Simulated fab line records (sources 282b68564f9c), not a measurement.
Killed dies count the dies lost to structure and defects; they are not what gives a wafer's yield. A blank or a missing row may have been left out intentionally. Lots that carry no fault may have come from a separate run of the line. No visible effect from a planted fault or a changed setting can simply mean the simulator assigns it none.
fab line records	flow rit-cmos
record: lots: 6	wafers: 18	last-day: 7
route steps=202 shown PSD@144 SDANNEAL@153 NSD@158 PLDD@159 NLDD@160 M1@202
lots with no fault: from the same line, run without faults
start-h: start of the lot's first displayed wafer, in hours after the record's first day	wait-h: time in hours since the lot's previous step	" identical to the entry in the row above	L1.1+2: a single row standing in for several wafers	- no value, or no start given	* or withheld: withheld	< > ~ a bound
route shown NAME@n: a module of which the file shows steps, and the number in the route of the first	usual: the fault-free wafers' mean and standard deviation	same: alike in all rows	chamber/n: place in a boat	sites: readings site by site	_std_site: standard deviation of those values	_edge_site: the outer-site mean with the inner-site mean subtracted	radius-mm: for every site, how far away it sits from the centre of the wafer	mask NAME#n: copy n	behind: tool/chamber where the wafer was last shaped	hold: reason for holding the lot/hours on hold/outcome of the hold	device: the transistor (n, p or np) that didn't switch	end of line: at the end of the route, the tests of the same wafers	a step with no rows: only its recipe	killed: dies lost to structure and defects at the first sort, not the wafer's yield	map: shows each die of a wafer: x if killed, . if not, _ if none is there
set.NAME: the setting that was run; set.NAME@STEP: the one run at that earlier step	model.NAME: the simulator's own value behind a step, which no gauge read
a table for each step, a row for each wafer; lots at some steps of the route
services: a tool's chamber out of use, with start hour (start-h, from the record's first day; less than 0 if before it), hours out, and reason
== steps ==
step: RIT_PSD_SOFTBAKE_02
recipe: resist: NOVOLAK	temp-c: 90	time-s: 60
step: RIT_PSD_EXPOSE_03
recipe: mask-id: M10	na: 0.57	target-cd-nm: 40900	dose-mj: 250
step: RIT_PSD_PEB_04
recipe: resist: NOVOLAK	temp-c: withheld	time-s: withheld
step: RIT_PSD_DEVELOP_05
recipe: resist: NOVOLAK	develop-time-s: 50	dev-temp-c: 23
step: RIT_PSD_OVL_MEAS_06
usual: PSD_OVL: -0.3/1.4
lot.wafer	tool	chamber	start-h	wait-h	PSD_OVL[nm]
L836.1	overlay-01	-	76.90	-	-0.1
L836.3	"	-	"	"	-0.8
L836.4	"	-	"	"	-1.1
L839.3	overlay-02	-	89.57	-	-0.1
L839.4	"	-	"	"	0.1
L839.6	"	-	"	"	-0.2
L846.1	overlay-02	-	127.86	-	0.9
L846.4	"	-	"	"	-0.1
L846.5	"	-	"	"	-0.6
L848.3	overlay-01	-	135.50	-	-0.9
L848.4	"	-	"	"	0.5
L848.5	"	-	"	"	0.2
L849.1	overlay-02	-	144.26	-	1.4
L849.4	"	-	"	"	-0.1
L849.6	"	-	"	"	-0.7
L851.1	overlay-02	-	148.64	-	-1.5
L851.2	"	-	"	"	-2.2
L851.3	"	-	"	"	-1.9
step: RIT_PSD_HARDBAKE_07
recipe: resist: NOVOLAK	temp-c: 140	time-s: 60
step: RIT_PSD_IMPLANT_08
recipe: species: BF2	energy-kev: 27	dose-cm2: 4.95e+15	tilt-deg: 7
step: RIT_PSD_STRIP_09
recipe: chemistry: O2	time-s: 180	resist: NOVOLAK	platen-temp-c: withheld	power-w: 500	pressure-mtorr: 4000	o2-flow-sccm: 4000
usual: drypump-motor-current-A: 5.9/0.45
same: time-s: 180
lot.wafer	tool	chamber	start-h	wait-h	drypump-motor-current-A	rf-hours-counter-h
L836.1	plasma-asher-01	0	77.24	0.1	6.4	41
L836.3	"	0	"	"	6.3	-
L836.4	"	1	"	"	6.1	-
L839.3	plasma-asher-03	0	89.95	0.1	5.9	-
L839.4	"	1	"	"	6.1	-
L839.6	"	0	"	"	5.9	-
L846.1	plasma-asher-04	1	128.19	0.1	6.3	49
L846.4	"	1	"	"	6.3	-
L846.5	"	1	"	"	6.3	-
L848.3	plasma-asher-04	1	135.89	0.1	6.2	-
L848.4	"	0	"	"	5.0	-
L848.5	"	0	"	"	5.0	-
L849.1	plasma-asher-01	0	144.59	0.1	6.4	3
L849.4	"	1	"	"	6.1	-
L849.6	"	1	"	"	6.0	-
L851.1	plasma-asher-04	0	148.98	0.1	5.0	52
L851.2	"	1	"	"	6.3	52
L851.3	"	1	"	"	6.3	-
step: RIT_PSD_TW_MEAS_10
usual: PSD_TW: 3450/34
lot.wafer	tool	chamber	start-h	wait-h	PSD_TW
L836.1	film-metro-03	-	77.41	0.1	3448
L836.3	"	-	"	"	3438
L836.4	"	-	"	"	3438
L839.3	film-metro-03	-	90.09	0.1	3419
L839.4	"	-	"	"	3455
L839.6	"	-	"	"	3432
L846.1	film-metro-03	-	128.37	0.1	3441
L846.4	"	-	"	"	3434
L846.5	"	-	"	"	3423
L848.3	film-metro-04	-	136.02	0.1	3450
L848.4	"	-	"	"	3457
L848.5	"	-	"	"	3463
L849.1	film-metro-03	-	144.77	0.1	3425
L849.4	"	-	"	"	3426
L849.6	"	-	"	"	3457
L851.1	film-metro-04	-	149.15	0.1	3432
L851.2	"	-	"	"	3432
L851.3	"	-	"	"	3448
step: RIT_SDANNEAL_CLEAN_00
recipe: chemistry: SC1	mix: 3:3:50	time-s: 600	temp-c: 75
step: RIT_SDANNEAL_CLEAN_01
recipe: chemistry: dHF	dilution: 50:1	time-s: 30
step: RIT_SDANNEAL_CLEAN_02
recipe: chemistry: SC2	mix: 3:3:50	time-s: 600	temp-c: 75	dry: n2-spin
step: RIT_SDANNEAL_RTA_03
recipe: temp-c: 1050	time-s: 5	idle-temp-c: 600	ramp-up-c-per-s: 342	ramp-down-c-per-s: 171	cool-to-c: 600	ambient: N2
usual: wafer_temp_C_max: 1053.6/1.1
same: time-s: 5
lot.wafer	tool	chamber	start-h	wait-h	wafer_temp_C_max
L836.1	rtp-anneal-01	0	77.84	0.0	1055.0
L836.3	"	0	"	"	1055.0
L836.4	"	0	"	"	1053.0
L839.3	rtp-anneal-02	0	90.51	0.0	1052.0
L839.4	"	0	"	"	1053.2
L839.6	"	0	"	"	1051.9
L846.1	rtp-anneal-01	0	128.83	0.0	1054.6
L846.4	"	0	"	"	1052.2
L846.5	"	0	"	"	1053.9
L848.3	rtp-anneal-01	0	136.46	0.0	1054.0
L848.4	"	0	"	"	1055.0
L848.5	"	0	"	"	1054.8
L849.1	rtp-anneal-02	0	145.55	0.0	1055.6
L849.4	"	0	"	"	1052.9
L849.6	"	0	"	"	1052.7
L851.1	rtp-anneal-02	0	149.61	0.0	1053.9
L851.2	"	0	"	"	1053.4
L851.3	"	0	"	"	1052.7
step: RIT_SDANNEAL_RS_MEAS_04
recipe: thk-meas-gauge: four-point-probe
usual: PSD_RS: 116.0/0.3
lot.wafer	tool	chamber	start-h	wait-h	hold	PSD_RS[ohm/sq]
L836.1	film-metro-04	-	77.90	0.0	-	115.9
L836.3	"	-	"	"	-	115.9
L836.4	"	-	"	"	-	115.9
L839.3	film-metro-04	-	90.59	0.1	-	115.7
L839.4	"	-	"	"	-	115.9
L839.6	"	-	"	"	-	115.9
L846.1	film-metro-03	-	128.89	0.0	await-dispo/0.2h/release	128.0
L846.4	"	-	"	"	await-dispo/0.2h/release	128.1
L846.5	"	-	"	"	await-dispo/0.2h/release	127.3
L846.1	film-metro-03	-	129.25	0.3	-	128.1
L846.4	"	-	"	"	-	127.8
L846.5	"	-	"	"	-	127.6
L848.3	film-metro-03	-	136.54	0.1	await-dispo/0.2h/release	127.4
L848.4	"	-	"	"	await-dispo/0.2h/release	127.7
L848.5	"	-	"	"	await-dispo/0.2h/release	127.7
L848.3	film-metro-03	-	136.90	0.3	-	127.4
L848.4	"	-	"	"	-	127.7
L848.5	"	-	"	"	-	127.6
L849.1	film-metro-04	-	145.60	0.0	-	115.5
L849.4	"	-	"	"	-	115.8
L849.6	"	-	"	"	-	115.9
L851.1	film-metro-04	-	149.67	0.0	-	115.4
L851.2	"	-	"	"	-	116.1
L851.3	"	-	"	"	-	115.8
step: RIT_SDANNEAL_RS_MEAS_05
recipe: thk-meas-gauge: four-point-probe
usual: NSD_RS: 84.6/0.33
lot.wafer	tool	chamber	start-h	wait-h	hold	NSD_RS[ohm/sq]
L836.1	film-metro-04	-	78.02	0.1	-	84.1
L836.3	"	-	"	"	-	84.4
L836.4	"	-	"	"	-	84.3
L839.3	film-metro-04	-	90.71	0.1	-	84.1
L839.4	"	-	"	"	-	84.0
L839.6	"	-	"	"	-	84.3
L846.1	film-metro-03	-	131.57	2.3	await-dispo/2.2h/release	85.1
L846.4	"	-	"	"	await-dispo/2.2h/release	85.1
L846.5	"	-	"	"	await-dispo/2.2h/release	85.4
L848.3	film-metro-03	-	143.71	6.8	await-dispo/6.7h/release	85.2
L848.4	"	-	"	"	await-dispo/6.7h/release	85.3
L848.5	"	-	"	"	await-dispo/6.7h/release	85.4
L849.1	film-metro-04	-	145.72	0.1	-	84.9
L849.4	"	-	"	"	-	84.1
L849.6	"	-	"	"	-	84.4
L851.1	film-metro-04	-	149.79	0.1	-	83.9
L851.2	"	-	"	"	-	83.9
L851.3	"	-	"	"	-	84.3
step: RIT_SDANNEAL_RS_MEAS_06
recipe: thk-meas-gauge: four-point-probe
usual: PLDD_RS: 178.6/0.48
lot.wafer	tool	chamber	start-h	wait-h	hold	PLDD_RS[ohm/sq]
L836.1	film-metro-04	-	78.14	0.1	-	178.4
L836.3	"	-	"	"	-	179.1
L836.4	"	-	"	"	-	178.8
L839.3	film-metro-04	-	90.83	0.1	-	178.5
L839.4	"	-	"	"	-	179.0
L839.6	"	-	"	"	-	179.1
L846.1	film-metro-03	-	131.69	0.1	await-dispo/0.2h/release	190.7
L846.4	"	-	"	"	await-dispo/0.2h/release	190.6
L846.5	"	-	"	"	await-dispo/0.2h/release	190.8
L846.1	film-metro-03	-	132.11	0.4	-	191.0
L846.4	"	-	"	"	-	190.7
L846.5	"	-	"	"	-	191.1
L848.3	film-metro-03	-	143.83	0.1	await-dispo/0.2h/release	191.6
L848.4	"	-	"	"	await-dispo/0.2h/release	191.1
L848.5	"	-	"	"	await-dispo/0.2h/release	191.1
L848.3	film-metro-03	-	144.33	0.5	-	191.0
L848.4	"	-	"	"	-	190.9
L848.5	"	-	"	"	-	191.0
L849.1	film-metro-04	-	145.84	0.1	-	178.2
L849.4	"	-	"	"	-	178.1
L849.6	"	-	"	"	-	178.1
L851.1	film-metro-04	-	149.91	0.1	-	178.3
L851.2	"	-	"	"	-	178.5
L851.3	"	-	"	"	-	178.7
step: RIT_SDANNEAL_RS_MEAS_07
recipe: thk-meas-gauge: four-point-probe
usual: NLDD_RS: 151.7/0.57
lot.wafer	tool	chamber	start-h	wait-h	hold	NLDD_RS[ohm/sq]
L836.1	film-metro-04	-	78.26	0.1	-	151.5
L836.3	"	-	"	"	-	152.0
L836.4	"	-	"	"	-	151.3
L839.3	film-metro-04	-	90.95	0.1	-	151.6
L839.4	"	-	"	"	-	151.7
L839.6	"	-	"	"	-	151.8
L846.1	film-metro-03	-	136.03	3.9	await-dispo/3.8h/release	152.0
L846.4	"	-	"	"	await-dispo/3.8h/release	152.4
L846.5	"	-	"	"	await-dispo/3.8h/release	151.9
L849.1	film-metro-04	-	145.96	0.1	-	151.1
L849.4	"	-	"	"	-	151.2
L849.6	"	-	"	"	-	151.4
L848.3	film-metro-03	-	147.96	3.6	await-dispo/3.5h/release	152.3
L848.4	"	-	"	"	await-dispo/3.5h/release	151.9
L848.5	"	-	"	"	await-dispo/3.5h/release	152.0
L851.1	film-metro-04	-	150.03	0.1	-	151.0
L851.2	"	-	"	"	-	151.4
L851.3	"	-	"	"	-	151.3
step: RIT_M1_PROBE_99
usual: killed_at_M0_to_M3: 0.0/0.12	killed-at-contacts: 0.1/0.24	killed-at-front-end: 7/3.1	killed-dies: 7/3.1	killed-open: 3.6/2.1	killed-short: 3.2/2
same: gross-dies: 264	killed_at_M4_up: 0	killed-at-back-side: 0	killed-at-other: 0
lot.wafer	tool	chamber	start-h	wait-h	killed_at_M0_to_M3	killed-at-contacts	killed-at-front-end	killed-dies	killed-open	killed-short
L836.1	prober-01	-	85.78	0.1	0	0	2	2	1	1
L836.3	prober-01	-	85.88	0.2	1	0	6	7	5	2
L836.4	prober-01	-	85.93	0.2	0	0	5	5	3	2
L839.3	prober-02	-	98.20	0.2	0	0	2	2	1	1
L839.4	prober-02	-	98.25	0.2	0	0	0	0	0	0
L839.6	prober-02	-	98.35	0.2	0	0	3	3	1	2
L846.1	prober-01	-	143.04	0.1	0	0	3	3	2	1
L846.4	prober-01	-	143.19	0.2	0	1	5	6	1	5
L846.5	prober-01	-	143.24	0.2	0	0	4	4	4	0
L849.1	prober-02	-	153.02	0.1	0	0	8	8	5	3
L849.4	prober-02	-	153.17	0.2	0	1	3	4	3	1
L849.6	prober-02	-	153.27	0.2	0	1	6	7	4	3
L848.3	prober-01	-	155.10	0.2	0	0	8	8	4	4
L848.4	prober-01	-	155.15	0.2	0	0	9	9	4	5
L848.5	prober-01	-	155.20	0.2	0	0	3	3	2	1
L851.1	prober-02	-	157.48	0.1	0	0	5	5	3	2
L851.2	prober-02	-	157.53	0.1	0	0	6	6	2	4
L851.3	prober-02	-	157.58	0.2	0	0	12	12	6	6
killed by level:class
L836.1 GATE:geometric-particle:short=1 GATE:geometric-particle:open=1
L836.3 REOX:geometric-particle:open=2 SILICIDE:geometric-particle:open=2 FOX1:geometric-particle:open=1 SILICIDE:geometric-particle:short=1 M1:geometric-particle:short=1
L836.4 FOX1:geometric-particle:open=1 FOX1:geometric-particle:short=1 SPACER:geometric-particle:open=1 SPACER:geometric-particle:short=1 SILICIDE:geometric-particle:open=1
L839.3 GATE:geometric-particle:short=1 SILICIDE:geometric-particle:open=1
L839.6 GATE:geometric-particle:short=1 REOX:geometric-particle:short=1 SPACER:geometric-particle:open=1
L846.1 GATE:geometric-particle:short=1 GATE:geometric-particle:open=1 REOX:geometric-particle:open=1
L846.4 REOX:geometric-particle:short=3 GATE:geometric-particle:short=1 SPACER:geometric-particle:open=1 CONTACT:geometric-particle:short=1
L846.5 FOX1:geometric-particle:open=2 GATE:geometric-particle:open=1 REOX:geometric-particle:open=1
L849.1 REOX:geometric-particle:open=3 GATE:geometric-particle:short=2 FOX1:geometric-particle:open=1 GATE:geometric-particle:open=1 SILICIDE:geometric-particle:short=1
L849.4 REOX:geometric-particle:open=2 FOX1:geometric-particle:short=1 CONTACT:geometric-particle:open=1
L849.6 FOX1:geometric-particle:short=1 FOX1:geometric-particle:open=1 GATE:geometric-particle:short=1 SPACER:geometric-particle:open=1 REOX:geometric-particle:open=1 SILICIDE:geometric-particle:short=1 CONTACT:geometric-particle:open=1
L848.3 GATE:geometric-particle:short=2 FOX2:geometric-particle:open=1 GATE:geometric-particle:open=1 REOX:geometric-particle:open=1 REOX:geometric-particle:short=1 SPACER:geometric-particle:open=1 SILICIDE:geometric-particle:short=1
L848.4 SPACER:geometric-particle:short=3 SPACER:geometric-particle:open=2 FOX1:geometric-particle:open=1 FOX2:geometric-particle:short=1 FOX2:geometric-particle:open=1 GATE:geometric-particle:short=1
L848.5 FOX1:geometric-particle:short=1 GATE:geometric-particle:open=1 SPACER:geometric-particle:open=1
L851.1 GATE:geometric-particle:open=2 GATE:geometric-particle:short=1 REOX:geometric-particle:short=1 SILICIDE:geometric-particle:open=1
L851.2 FOX2:geometric-particle:short=2 FOX2:geometric-particle:open=1 GATE:geometric-particle:open=1 REOX:geometric-particle:short=1 SPACER:geometric-particle:short=1
L851.3 FOX1:geometric-particle:open=3 REOX:geometric-particle:short=3 GATE:geometric-particle:open=2 FOX1:geometric-particle:short=1 REOX:geometric-particle:open=1 SPACER:geometric-particle:short=1 SILICIDE:geometric-particle:short=1
== services ==
tool	chamber	start-h	hours	kind
plasma-asher-03	-	108.71	1.9	repair
plasma-asher-01	-	108.75	9.0	pm
plasma-asher-01	0	108.75	9.0	vent-cycle
plasma-asher-01	1	108.75	9.0	vent-cycle
plasma-asher-01	-	115.26	0.9	repair
plasma-asher-01	0	117.75	-	clean
plasma-asher-01	1	117.75	-	clean
plasma-asher-03	-	130.36	2.8	pm
== key ==
first-sign: step: RIT_SDANNEAL_RS_MEAS_04	reading: visit	direction: added
effect: step: RIT_SDANNEAL_RS_MEAS_04	reading: PSD_RS	direction: up	sigmas: 39	usual: 116.0	struck: 127.7
effect: step: RIT_SDANNEAL_RS_MEAS_05	reading: NSD_RS	direction: up	sigmas: 1.9	usual: 84.6	struck: 85.2
effect: step: RIT_SDANNEAL_RS_MEAS_06	reading: visit	direction: added
effect: step: RIT_SDANNEAL_RS_MEAS_06	reading: PLDD_RS	direction: up	sigmas: 26	usual: 178.6	struck: 191.0
met-at RIT_SDANNEAL_RTA_03
struck-wafers L846.1,L846.4,L846.5,L848.3,L848.4,L848.5
tester-left-out L846,L848
onset-between 77.84 128.83
fault: kind: process-parameter-drift	tool: rtp-anneal-01	chamber: -	onset-h: 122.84	steps: RIT_SDANNEAL_RTA_03	channel: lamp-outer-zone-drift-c	offset: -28	shape: step	end-h: 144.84
tester-left-out: of these lots the tester's yield and bins aren't shown, on N5 and GAA mostly nor the transistor test; their killed dies are dies lost to structure and defects alone, not to doping, threshold or leakage, so they don't give the yield
